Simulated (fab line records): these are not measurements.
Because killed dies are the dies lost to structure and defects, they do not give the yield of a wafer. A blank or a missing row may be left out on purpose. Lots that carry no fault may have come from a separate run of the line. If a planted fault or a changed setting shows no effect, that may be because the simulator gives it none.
A struck lot beside a sound one :: flow berkeley_cmos170 :: 14 steps out of a route of 331
Sound: these wafers, L941.2, L941.3, L941.4. The struck wafers were L942.2, L942.3, L942.4. At the end, the cause is stated.
Per side, at each step with rows, come the tool, then ch with its chambers, and then its first start. Under that, the readings that differ: sound wafers :: struck wafers :: difference of the means :: sigmas: that difference in standard deviations of wafers without a fault.
alike: readings with means less than 2 such deviations apart, plus words and numbers identical on both sides. not compared: withheld readings, readings lacking a value on some wafer, bounds such as >300 that could conceal the same value, and numbers that have no deviation in the record and whose values overlap.
A row with sigmas, a row that says differs or no value, or rows on one side alone: a step with any of these is where the two part. When numbers do not overlap yet have no deviation, they are printed without sigmas and do not part them. A reading missing from all wafers of one side parts the sides only when that side holds two or more wafers.

UCB170_CONTACT_THK_MEAS_02:
  sound on film_metro-04, day 10 20:56; struck on film_metro-03, day 11 12:35
reading: CONTACT_PSG_THK (nm)
sound: 695 697 689
struck: 708 705 709
difference: +14
sigmas: +2
then, 3 steps without rows for these wafers: UCB170_CONTACT_HMDS_03 (prime time 60 s); UCB170_CONTACT_COAT_04 (resist thk 900 nm); UCB170_CONTACT_SOFTBAKE_05 (time 60 s).
UCB170_CONTACT_STRIP_06: strips in O2.
  sound on plasma_asher-01 ch 0,1, day 10 21:26; struck on plasma_asher-04 ch 0,1, day 11 13:05
  alike: drypump_motor_current_A, oes_product_au, strip_time_to_endpoint_s
  not compared: rf_hours_counter_h
then, 1 step without rows for these wafers: UCB170_CONTACT_CLEAN_07 (cleans in SPM, time 600 s).
UCB170_CONTACT_RTA_08: time 10 s.
  sound on rtp_anneal-01 ch 0, day 10 21:44; struck on rtp_anneal-02 ch 0, day 11 13:22
  alike: chamber_o2_ppm, lamp_power_pct, wafer_temp_C_max
then, 5 steps without rows for these wafers: UCB170_CONTACT_COAT_09; UCB170_CONTACT_COAT_10 (resist thk 900 nm); UCB170_CONTACT_SOFTBAKE_11 (time 60 s); UCB170_CONTACT_EXPOSE_12 (exposes mask CONT, target cd 700 nm); UCB170_CONTACT_PEB_13.
UCB170_CONTACT_DEVELOP_14: develop time 45 s.
  struck on litho_track-04, day 11 14:00; sound on litho_track-01 ch 0, day 10 23:00
  no value came back on the struck wafers for chill_plate_temp_C (C), develop_time_s (s), developer_temp_C (C); on the sound wafers chill_plate_temp_C (C) reads 22.85 22.91 22.99
reading: model.KrF_of_CONTACT_COAT_10.thk_nm (nm)
sound: 890.4 887.5 889.8
struck: 900 900.4 900.1
difference: +11
sigmas: 
UCB170_CONTACT_CD_MEAS_15: the cd target is 700 nm.
  sound on cd_sem-02, day 10 23:52; struck on cd_sem-01, day 11 15:00
reading: cd_nm (nm)
sound: 701.8 701.5 701.3
struck: - - -
difference: no value on the struck wafers
sigmas: 

== WHERE THEY PART ==
Earliest at UCB170_CONTACT_THK_MEAS_02; latest, in this record, at UCB170_CONTACT_CD_MEAS_15.

WHY: the cause the simulator had injected
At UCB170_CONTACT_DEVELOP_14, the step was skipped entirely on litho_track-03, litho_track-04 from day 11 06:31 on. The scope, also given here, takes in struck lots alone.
